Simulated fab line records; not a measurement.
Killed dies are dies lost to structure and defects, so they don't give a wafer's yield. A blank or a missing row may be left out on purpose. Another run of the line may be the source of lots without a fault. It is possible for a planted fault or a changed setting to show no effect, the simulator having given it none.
What tool caused it? | flow rit cmos | 15 lots with 45 wafers sampled at 4 steps, on a route of 202 steps

## WHAT EACH GAUGE READ, for each wafer
RIT_PSD_OVL_MEAS_06. Usual: PSD_OVL 0.8 nm, standard deviation 1.7.
lot  | measured    | on         | PSD_OVL (nm)   | flag
L675 | day 3 03:37 | overlay-02 | 0.6 1.1 -0.1   |
L676 | day 3 12:29 | overlay-01 | 0.4 -0.1 1.3   |
L677 | day 3 16:49 | overlay-02 | 1.0 0.1 0.6    |
L678 | day 3 22:12 | overlay-01 | 3.1 4.6 3.9    |
L679 | day 4 00:46 | overlay-02 | 0.2 -0.6 0.4   |
L680 | day 4 06:00 | overlay-01 | 2.4 1.2 0.6    |
L681 | day 4 12:34 | overlay-02 | 0.3 -0.6 0.0   |
L682 | day 4 22:58 | overlay-02 | 1.0 1.4 0.5    |
L683 | day 5 01:46 | overlay-01 | 2.5 1.2 2.7    |
L684 | day 5 04:17 | overlay-02 | 1.5 1.9 0.0    |
L687 | day 5 17:52 | overlay-01 | -0.1 -1.2 -1.3 |
L688 | day 5 22:44 | overlay-02 | 1.3 0.6 -0.3   |
L689 | day 6 03:45 | overlay-02 | 1.0 1.2 2.6    |
L690 | day 6 09:46 | overlay-02 | -2.0 -2.8 -1.9 |
L697 | day 7 20:03 | overlay-02 | 0.9 0.6 2.5    |

RIT_SILICIDE_RS_MEAS_02: a four-point-probe measurement. Usual: SILICIDE_TI_RS 47.7 ohm/sq, standard deviation 0.72.
lot  | measured    | on            | SILICIDE_TI_RS (ohm/sq) | flag
L675 | day 3 05:18 | film metro-03 | 47.1 47.3 47.2          |
L676 | day 3 14:08 | film metro-02 | 48.4 48.1 50.1          |
L677 | day 3 18:28 | film metro-03 | 47.7 47.4 47.5          |
L678 | day 3 23:50 | film metro-02 | 47.1 46.6 47.1          |
L679 | day 4 02:24 | film metro-04 | 46.0 46.6 46.4          |
L680 | day 4 07:40 | film metro-04 | 48.4 48.0 48.3          |
L681 | day 4 14:13 | film metro-04 | 47.6 47.2 47.8          |
L682 | day 5 00:35 | film metro-02 | 46.9 47.6 47.2          |
L683 | day 5 03:25 | film metro-03 | 48.6 48.6 48.1          |
L684 | day 5 05:56 | film metro-03 | 47.9 47.2 48.5          |
L687 | day 5 19:31 | film metro-04 | 49.1 48.4 48.4          |
L688 | day 6 00:25 | film metro-02 | 47.9 47.6 48.2          |
L689 | day 6 05:24 | film metro-04 | 47.0 47.2 47.2          |
L690 | day 6 11:28 | film metro-04 | 48.1 47.7 47.5          |
L697 | day 7 21:43 | film metro-03 | 47.8 47.3 47.5          |

## WHICH TOOL RAN EACH LOT (tool, then ch and the chambers of the sampled wafers, then the start)
lot  | RIT_NLDD_STRIP_09                   | RIT_SPACER_CVD_03
L675 | plasma asher-02 ch 0,1, day 2 20:41 | lpcvd-02 ch 0, day 2 22:52
L676 | plasma asher-02 ch 0,1, day 3 04:45 | lpcvd-01 ch 0, day 3 06:55
L677 | plasma asher-03 ch 0, day 3 10:14   | lpcvd-02 ch 1, day 3 12:24
L678 | plasma asher-04 ch 0,1, day 3 15:30 | lpcvd-01 ch 1, day 3 17:41
L679 | plasma asher-03 ch 0,1, day 3 18:03 | lpcvd-01 ch 1, day 3 20:12
L680 | plasma asher-03 ch 1, day 3 23:27   | lpcvd-02 ch 1, day 4 01:29
L681 | plasma asher-04 ch 0, day 4 05:29   | lpcvd-02 ch 0, day 4 07:38
L682 | plasma asher-03 ch 0,1, day 4 16:25 | lpcvd-01 ch 0, day 4 18:34
L683 | plasma asher-03 ch 0,1, day 4 19:05 | lpcvd-02 ch 0, day 4 21:07
L684 | plasma asher-02 ch 0,1, day 4 21:11 | lpcvd-01 ch 1, day 4 23:53
L687 | plasma asher-02 ch 0,1, day 5 11:12 | lpcvd-01 ch 1, day 5 13:21
L688 | plasma asher-03 ch 0,1, day 5 15:48 | lpcvd-01 ch 1, day 5 17:50
L689 | plasma asher-03 ch 0,1, day 5 21:06 | lpcvd-01 ch 1, day 5 23:11
L690 | plasma asher-02 ch 0, day 6 02:55   | lpcvd-02 ch 0, day 6 05:04
L697 | plasma asher-02 ch 0,1, day 7 13:09 | lpcvd-02 ch 0, day 7 15:14
- RIT_NLDD_STRIP_09: strips in O2, time 180 s.
- RIT_SPACER_CVD_03: deposits Si3N4 from SiH2Cl2/NH3, target thk 250 nm, time 3300 s.

## AS READ BY THE TOOLS THEMSELVES (means over the sampled wafers that have a number; for cases with no such wafer, the mark the record gives instead)
RIT_NLDD_STRIP_09. Usual: drypump motor current A 5.6 A, standard deviation 0.3.
lot  | tool            | drypump motor current A (A) | flag
L675 | plasma asher-02 | 5.6                         |
L676 | plasma asher-02 | 5.6                         |
L677 | plasma asher-03 | 5.5                         |
L678 | plasma asher-04 | 5.8                         |
L679 | plasma asher-03 | 5.4                         |
L680 | plasma asher-03 | 5.4                         |
L681 | plasma asher-04 | 5.4                         |
L682 | plasma asher-03 | 5.5                         |
L683 | plasma asher-03 | 5.4                         |
L684 | plasma asher-02 | 5.7                         |
L687 | plasma asher-02 | 5.7                         |
L688 | plasma asher-03 | 5.4                         |
L689 | plasma asher-03 | 5.5                         |
L690 | plasma asher-02 | 5.6                         |
L697 | plasma asher-02 | 5.7                         |

## THE ANSWER, worked out from the rows above alone
Rule: lot off if the mean of its wafers having a number is beyond 3 standard deviations from the usual mean. A lot without any number at a reading at which 4 lots or more have one is off too. The other lots that the step has rows for count as sound. First the gauges in route order, then the tools' own readings, where a lot's mean is used as printed above. The first step at which some lot is off is used, and at that step the reading that is off furthest; a lot without a number counts as furthest.
No lot is off at any reading shown: from this, nothing can be told.

## WHAT THE SIMULATOR HAD INSERTED
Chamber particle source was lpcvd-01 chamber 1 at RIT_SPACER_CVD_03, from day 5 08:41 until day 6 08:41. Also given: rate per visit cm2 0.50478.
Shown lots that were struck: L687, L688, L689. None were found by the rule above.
